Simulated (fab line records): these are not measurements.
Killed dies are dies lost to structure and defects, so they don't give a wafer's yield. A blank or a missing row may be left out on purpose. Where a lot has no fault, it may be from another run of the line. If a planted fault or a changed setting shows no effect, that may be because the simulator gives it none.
2 desks, one fault | flow berkeley_cmos170 | each desk has only its own numbers; what lay behind them comes last

## THE METROLOGY DESK
What the gauges read for every lot (on any tool): the sampled wafers with a number, averaged. A lot is out of limits, marked OUT, if its mean lies more than 4 standard deviations from the usual mean; the brackets give that distance.
Columns: A = ACTIVE_OVL at UCB170_ACTIVE_OVL_MEAS_14, usual -1 nm; B = cd_nm at UCB170_PLDD_CD_MEAS_06, usual 1199.7 nm
lot  | first seen here | A   | B
L457 | day 5 00:55     | 1   | 1199.1
L456 | day 5 01:32     | 4   | 1198.7
L461 | day 5 21:47     | -6  | 1198.4
L462 | day 6 04:26     | 2   | 1199.7
L469 | day 7 15:20     | 2   | 1199.9
L470 | day 7 23:04     | 2   | 1200.5
L471 | day 7 23:14     | -1  | 1198.3
L472 | day 8 09:34     | 3   | 1200.1
L473 | day 8 09:52     | 4   | 1202.3
L474 | day 8 22:52     | 4   | 1200.2
L475 | day 8 23:05     | -7  | 1197.6
L476 | day 9 06:45     | -10 | 1200.3
L477 | day 9 06:53     | 2   | 1197.3
L478 | day 9 17:57     | -5  | 1201.7
L479 | day 9 18:11     | -3  | 1200.6
Result from this desk: across the 15 lots, nothing is out of limits.

## AT THE TOOL OWNER'S DESK: wet_bench-01
The tool's own readings at UCB170_NWELL_WET_ETCH_19 (etches SiO2 in BOE, time 22 s): means of the sampled wafers that have a number, for each lot that ran on this tool. A lot is out of limits, marked OUT, if its mean lies more than 4 standard deviations from the usual mean; the brackets give that distance.
Columns: A = bath_heat_duty_pct at UCB170_NWELL_WET_ETCH_19, usual 6.4 %; B = run_length_s at UCB170_NWELL_WET_ETCH_19, usual 49.8 s
lot  | first seen here | A   | B
L462 | day 4 03:49     | 5.6 | 54.0
L476 | day 7 01:50     | 6.4 | 49.4
L478 | day 7 09:02     | 6.1 | 49.5
L479 | day 7 09:26     | 6.2 | 49.1
Result from this desk: across the 4 lots, nothing is out of limits.

## PUT TOGETHER
Metrology desk: nothing out of limits seen.
The tool owner's desk saw nothing out of limits.

## WHAT HAD BEEN PUT IN BY THE SIMULATOR
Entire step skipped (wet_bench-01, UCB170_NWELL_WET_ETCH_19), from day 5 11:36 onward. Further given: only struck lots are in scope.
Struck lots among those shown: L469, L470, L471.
